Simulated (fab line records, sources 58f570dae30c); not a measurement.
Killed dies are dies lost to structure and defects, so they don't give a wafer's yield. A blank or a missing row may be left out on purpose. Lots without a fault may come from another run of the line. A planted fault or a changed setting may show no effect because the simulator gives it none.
fab line records | flow berkeley_cmos170 | part 2 of 2: steps 27 to 36 of 36
record lots=5 wafers=15 last_day=11
route steps=331 shown M1@240 V1@254 M2@271
lots that met no fault: from a run of the same line without faults
start_h: hours from the record's first day to the start of the lot's first wafer shown | wait_h: hours since the lot's step before | " the same as in the row above | L1.1+2: a row that stands for several wafers | - no value, or no start given | * or withheld: withheld | < > ~ a bound
route shown NAME@n: a module of which the file shows steps, and the number in the route of the first | usual: mean/standard deviation of fault-free wafers | same: alike in all rows | chamber/n: place in a boat | sites: the reading at each site | _std_site: their standard deviation | _edge_site: outer sites' mean less inner sites' | radius_mm: how far each site lies from the wafer's centre | mask NAME#n: copy n | behind: the tool/chamber that last shaped the wafer | hold: why the lot was held/for how many hours/how that ended | device: the transistor (n, p or np) that didn't switch | end of line: the same wafers' tests at the end of the route | a step without rows: its recipe alone | killed: dies lost to structure and defects at the first sort, not the wafer's yield | map: a wafer's dies, x killed, . not, _ none there
set.NAME: the setting as run; set.NAME@STEP: as run at that earlier step | model.NAME: the simulator's own value behind a step, which no gauge read
lots at some steps of the route; a table a step, a row a wafer
services: from which hour (start_h, from the record's first day; less than 0 if before it) a tool's chamber was out of use, for how many hours, and why
## steps
# step UCB170_V1_CD_MEAS_12
# recipe target_cd_nm=700
# usual cd_nm=700.5/1.3
# columns lot.wafer tool chamber start_h wait_h cd_nm
L076.1 cd_sem-01 - 170.27 - 702.7
L076.3 " - " " 701.6
L076.6 " - " " 701.7
L085.1 cd_sem-01 - 224.59 - 700.0
L085.4 " - " " 701.8
L085.6 " - " " 701.2
L087.4 cd_sem-02 - 230.73 - 701.2
L087.5 " - " " 700.3
L087.6 " - " " 701.8
L088.1 cd_sem-02 - 241.69 - 700.5
L088.4 " - " " 700.2
L088.5 " - " " 701.2
L092.1 cd_sem-02 - 256.38 - 699.2
L092.2 " - " " 699.7
L092.3 " - " " 700.1
# step UCB170_V1_OVL_MEAS_13
# usual V1_OVL=2/5
# columns lot.wafer tool chamber start_h wait_h V1_OVL[nm]
L076.1 overlay-01 - 170.39 0.1 -1
L076.3 " - " " 6
L076.6 " - " " -2
L085.1 overlay-01 - 224.71 0.1 -7
L085.4 " - " " 0
L085.6 " - " " 2
L087.4 overlay-01 - 230.81 0.1 5
L087.5 " - " " 7
L087.6 " - " " 14
L088.1 overlay-01 - 241.81 0.1 3
L088.4 " - " " 9
L088.5 " - " " 5
L092.1 overlay-01 - 256.50 0.1 1
L092.2 " - " " 8
L092.3 " - " " -2
# step UCB170_V1_ETCH_14
# recipe chemistry=CHF3/CF4/Ar target=SiO2 stop_on=Al CHF3_flow_sccm=45 cf4_flow_sccm=15 Ar_flow_sccm=150 pressure_mtorr=200 rf_w=700 target_depth_a=12500 over_etch_frac=0.25 time_s=291
# usual drypump_motor_current_A=5.5/0.44 oes_product_au=0.870/0.015 throttle_valve_pct=6.97/0.12
# same over_etch_frac=0.25
# columns lot.wafer tool chamber start_h wait_h drypump_motor_current_A oes_product_au rf_hours_counter_h throttle_valve_pct
L076.1 rie_diel-03 3 170.43 0.0 5.1 0.899 16 7.00
L076.3 " 1 " " 6.2 0.874 135 7.02
L076.6 " 0 " " 5.5 0.875 - 6.82
L085.1 rie_diel-04 2 224.74 0.0 6.6 0.873 141 7.05
L085.4 " 0 " " 5.2 0.854 - 7.09
L085.6 " 2 " " 6.6 0.873 - 7.06
L087.4 rie_diel-04 1 230.82 0.0 5.3 0.856 124 7.03
L087.5 " 0 " " 5.2 0.854 - 7.10
L087.6 " 1 " " 5.3 0.853 - 7.03
L088.1 rie_diel-01 1 241.85 0.0 5.3 0.876 20 6.73
L088.4 " 3 " " 5.3 0.854 - 6.90
L088.5 " 1 " " 5.3 0.866 - 6.71
L092.1 rie_diel-03 0 256.54 0.0 5.4 0.879 129 6.85
L092.2 " 3 " " 5.1 0.899 19 7.00
L092.3 " 1 " " 6.2 0.882 0 7.03
# step UCB170_V1_STRIP_15
# recipe chemistry=O2 power_w=400 pressure_mtorr=3500 platen_temp_c=withheld o2_flow_sccm=400 overash_fraction=0.5
# usual drypump_motor_current_A=5.8/0.38 oes_product_au=0.722/0.0044 strip_time_to_endpoint_s=15.32/0.089
# columns lot.wafer tool chamber start_h wait_h drypump_motor_current_A oes_product_au rf_hours_counter_h strip_time_to_endpoint_s
L076.1 plasma_asher-03 0 170.61 0.1 5.7 0.728 43 15.49
L076.3 " 0 " " 5.7 0.725 - 15.44
L076.6 " 0 " " 5.7 0.719 - 15.51
L085.1 plasma_asher-02 1 224.92 0.1 5.9 0.725 53 15.29
L085.4 " 0 " " 5.7 0.723 - 15.28
L085.6 " 1 " " 5.9 0.716 - 15.38
L087.4 plasma_asher-01 1 231.04 0.1 6.2 0.722 - 15.41
L087.5 " 0 " " 5.1 0.721 - 15.40
L087.6 " 1 " " 6.3 0.712 - 15.35
L088.1 plasma_asher-01 0 242.02 0.1 5.1 0.722 14 15.37
L088.4 " 1 " " 6.3 0.723 - 15.05
L088.5 " 1 " " 6.2 0.720 - 15.28
L092.1 plasma_asher-03 0 256.72 0.1 5.7 0.722 50 15.27
L092.2 " 1 " " 5.9 0.721 50 15.27
L092.3 " 0 " " 5.7 0.725 - 15.36
# step UCB170_V1_CD_MEAS_90
# recipe target_cd_nm=700
# usual cd_nm=700.5/1.3
# columns lot.wafer tool chamber start_h wait_h cd_nm
L076.1 cd_sem-01 - 170.71 0.1 702.8
L076.3 " - " " 701.4
L076.6 " - " " 701.3
L085.1 cd_sem-01 - 225.06 0.1 700.0
L085.4 " - " " 702.3
L085.6 " - " " 701.2
L087.4 cd_sem-02 - 231.16 0.1 700.3
L087.5 " - " " 700.7
L087.6 " - " " 701.9
L088.1 cd_sem-02 - 242.17 0.1 699.6
L088.4 " - " " 700.2
L088.5 " - " " 700.9
L092.1 cd_sem-02 - 256.82 0.1 699.0
L092.2 " - " " 699.0
L092.3 " - " " 699.3
# step UCB170_M2_PRE_CLEAN_00
# recipe gas=Ar preclean_etch_time_s=60
# columns lot.wafer tool chamber start_h wait_h
L076.1+3+6 pvd_sputter-03 - 170.83 0.1
L085.1+4+6 pvd_sputter-02 - 225.18 0.1
L087.4+5+6 pvd_sputter-02 - 231.22 0.0
L088.1+4+5 pvd_sputter-02 - 242.29 0.1
L092.1+2+3 pvd_sputter-03 - 256.94 0.1
# step UCB170_M2_SPUTTER_01
# recipe material=Al target_thk_nm=900 time_s=120 power_w=6000 chamber_pressure_pa=0.5
# usual throttle_valve_pct=29.9/0.86
# columns lot.wafer tool chamber start_h wait_h throttle_valve_pct
L076.1 pvd_sputter-03 - 170.89 0.0 29.3
L076.3 " - " " 29.5
L076.6 " - " " 29.2
L085.1 pvd_sputter-02 - 225.25 0.0 30.2
L085.4 " - " " 30.5
L085.6 " - " " 28.2
L087.4 pvd_sputter-02 - 231.29 0.0 29.7
L087.5 " - " " 30.1
L087.6 " - " " 30.6
L088.1 pvd_sputter-02 - 242.36 0.0 28.1
L088.4 " - " " 30.3
L088.5 " - " " 30.7
L092.1 pvd_sputter-03 - 257.00 0.0 29.7
L092.2 " - " " 29.2
L092.3 " - " " 29.4
# step UCB170_M2_RS_MEAS_02
# recipe thk_meas_gauge=four-point-probe reads=Al_of_M2_SPUTTER_01
# usual M2_AL_RS=0.0321/0.00032
# columns lot.wafer tool chamber start_h wait_h M2_AL_RS[ohm/sq]
L076.1 film_metro-02 - 170.98 0.0 0.0317
L076.3 " - " " 0.0315
L076.6 " - " " 0.0316
L085.1 film_metro-04 - 225.33 0.0 0.0327
L085.4 " - " " 0.0323
L085.6 " - " " 0.0323
L087.4 film_metro-04 - 231.43 0.1 0.0318
L087.5 " - " " 0.0318
L087.6 " - " " 0.0315
L088.1 film_metro-03 - 242.44 0.0 0.0321
L088.4 " - " " 0.0324
L088.5 " - " " 0.0319
L092.1 film_metro-02 - 257.09 0.0 0.0321
L092.2 " - " " 0.0325
L092.3 " - " " 0.0324
# step UCB170_M2_THK_MEAS_03
# recipe thk_meas_gauge=xrf reads=Al_of_M2_SPUTTER_01
# usual M2_AL_THK=920/11
# columns lot.wafer tool chamber start_h wait_h M2_AL_THK[nm]
L076.1 film_metro-02 - 171.10 0.1 924
L076.3 " - " " 928
L076.6 " - " " 930
L085.1 film_metro-04 - 225.45 0.1 904
L085.4 " - " " 913
L085.6 " - " " 912
L087.4 film_metro-04 - 231.52 0.1 929
L087.5 " - " " 932
L087.6 " - " " 936
L088.1 film_metro-03 - 242.56 0.1 919
L088.4 " - " " 906
L088.5 " - " " 920
L092.1 film_metro-02 - 257.21 0.1 918
L092.2 " - " " 910
L092.3 " - " " 907
# step UCB170_M2_HMDS_04
# recipe prime_time_s=60 prime_temp_c=100
# usual prime_temp_c=99.97/0.12
# columns lot.wafer tool chamber start_h wait_h prime_temp_c
L076.1 litho_track-04 0 171.16 0.1 100.00
L076.3 " 0 " " 100.17
L076.6 " 0 " " 100.06
L085.1 litho_track-02 0 225.51 0.1 100.23
L085.4 " 0 " " 100.11
L085.6 " 0 " " 99.97
L087.4 litho_track-02 0 231.63 0.1 99.93
L087.5 " 0 " " 99.84
L087.6 " 0 " " 99.97
L088.1 litho_track-02 0 242.62 0.1 100.04
L088.4 " 0 " " 99.94
L088.5 " 0 " " 99.92
L092.1 litho_track-04 0 257.28 0.1 99.81
L092.2 " 0 " " 99.93
L092.3 " 0 " " 100.00
## services
# columns tool chamber start_h hours kind
rie_diel-03 - 138.94 2.6 repair
cmp-02 - 139.88 0.5 repair
furnace-01 - 141.67 3.9 pm
cmp-01 - 142.46 0.9 repair
rie_diel-02 2 142.52 12.7 repair
cmp-02 - 144.43 3.7 repair
pvd_sputter-03 - 145.75 1.1 repair
krf_scanner-01 - 151.63 0.8 pm
krf_scanner-01 - 152.38 4.4 pm
krf_scanner-02 - 163.27 0.8 repair
krf_scanner-02 - 170.00 0.8 pm
pvd_sputter-03 - 173.29 4.3 repair
cmp-02 - 173.47 1.3 repair
rie_diel-03 1 176.01 3.8 repair
pvd_sputter-03 - 182.94 12.2 repair
furnace-01 - 184.13 4.4 pm
rie_diel-03 1 188.50 4.7 repair
krf_scanner-01 - 200.49 1.3 pm
cmp-02 - 204.55 1.7 repair
pecvd-03 - 216.86 2.8 pm
rie_diel-04 3 217.79 7.2 repair
cmp-02 - 235.08 4.0 pm
plasma_asher-01 - 246.68 1.2 repair
krf_scanner-01 - 256.96 1.0 pm
